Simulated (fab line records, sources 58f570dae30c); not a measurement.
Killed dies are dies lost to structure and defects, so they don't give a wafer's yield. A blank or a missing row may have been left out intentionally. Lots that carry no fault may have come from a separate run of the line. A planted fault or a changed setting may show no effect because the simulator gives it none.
Which tool was responsible? / flow berkeley-cmos170 / 7 lots, 21 wafers sampled, at 2 steps of a route of 331

## WHAT THE GAUGES READ, wafer by wafer
UCB170_SCREENOX_THK_MEAS_02.
lot=L852; measured=day 6 12:42; on=film-metro-02; SCREENOX_OXIDE_THK (nm)=14.77 14.81 14.68
lot=L854; measured=day 6 20:36; on=film-metro-04; SCREENOX_OXIDE_THK (nm)=14.21 14.22 14.35
lot=L856; measured=day 7 04:50; on=film-metro-02; SCREENOX_OXIDE_THK (nm)=14.73 14.61 14.64
lot=L859; measured=day 7 20:26; on=film-metro-04; SCREENOX_OXIDE_THK (nm)=14.43 14.47 14.66
lot=L862; measured=day 8 17:20; on=film-metro-04; SCREENOX_OXIDE_THK (nm)=14.35 14.35 14.43
lot=L864; measured=day 9 06:33; on=film-metro-01; SCREENOX_OXIDE_THK (nm)=14.51 14.46 14.30
lot=L872; measured=day 11 01:18; on=film-metro-02; SCREENOX_OXIDE_THK (nm)=23.83 23.18 23.03

## EACH LOT AND THE TOOL THAT RAN IT (in order: tool; ch and the chambers of the sampled wafers; start)
lot=L852; UCB170_SCREENOX_OXIDATION_01=furnace-01 ch 0, day 6 11:01
lot=L854; UCB170_SCREENOX_OXIDATION_01=furnace-02 ch 0, day 6 18:55
lot=L856; UCB170_SCREENOX_OXIDATION_01=furnace-04 ch 0, day 7 03:10
lot=L859; UCB170_SCREENOX_OXIDATION_01=furnace-04 ch 0, day 7 18:46
lot=L862; UCB170_SCREENOX_OXIDATION_01=furnace-02 ch 0, day 8 15:40
lot=L864; UCB170_SCREENOX_OXIDATION_01=furnace-02 ch 0, day 9 04:53
lot=L872; UCB170_SCREENOX_OXIDATION_01=furnace-01 ch 0, day 10 20:38
- UCB170_SCREENOX_OXIDATION_01: target thk 14.4 nm, ox time 2400 s.

## THE ANSWER, worked out from the rows above alone
Rule: the lots themselves supply what counts as usual. Put in order of their means at a reading, lots are off if they are a third of the lots or fewer, leave a main group of 4 or more, and stand apart from it by a gap of 3 or more times the standard deviation of the main group's means; of several such gaps the widest counts. A main group whose means are all the same, to the digits that the tables above print for the reading, isn't used. A lot without any number at a reading at which 4 lots or more have one is off too. Any other lot the step has rows for is counted as sound.
Off: L872, at UCB170_SCREENOX_THK_MEAS_02 (SCREENOX_OXIDE_THK). The main group: mean 14.50 nm, standard deviation 0.17.
A tool fits if, at a process step before that reading, it ran every lot that is off, and no sound lot after the first of them. The gauges at UCB170_SCREENOX_THK_MEAS_02 are tried like those tools. Undecided on this evidence; 2 tools fit (furnace-01 at UCB170_SCREENOX_OXIDATION_01, film-metro-02 at UCB170_SCREENOX_THK_MEAS_02).

## WHAT THE SIMULATOR HAD INSERTED
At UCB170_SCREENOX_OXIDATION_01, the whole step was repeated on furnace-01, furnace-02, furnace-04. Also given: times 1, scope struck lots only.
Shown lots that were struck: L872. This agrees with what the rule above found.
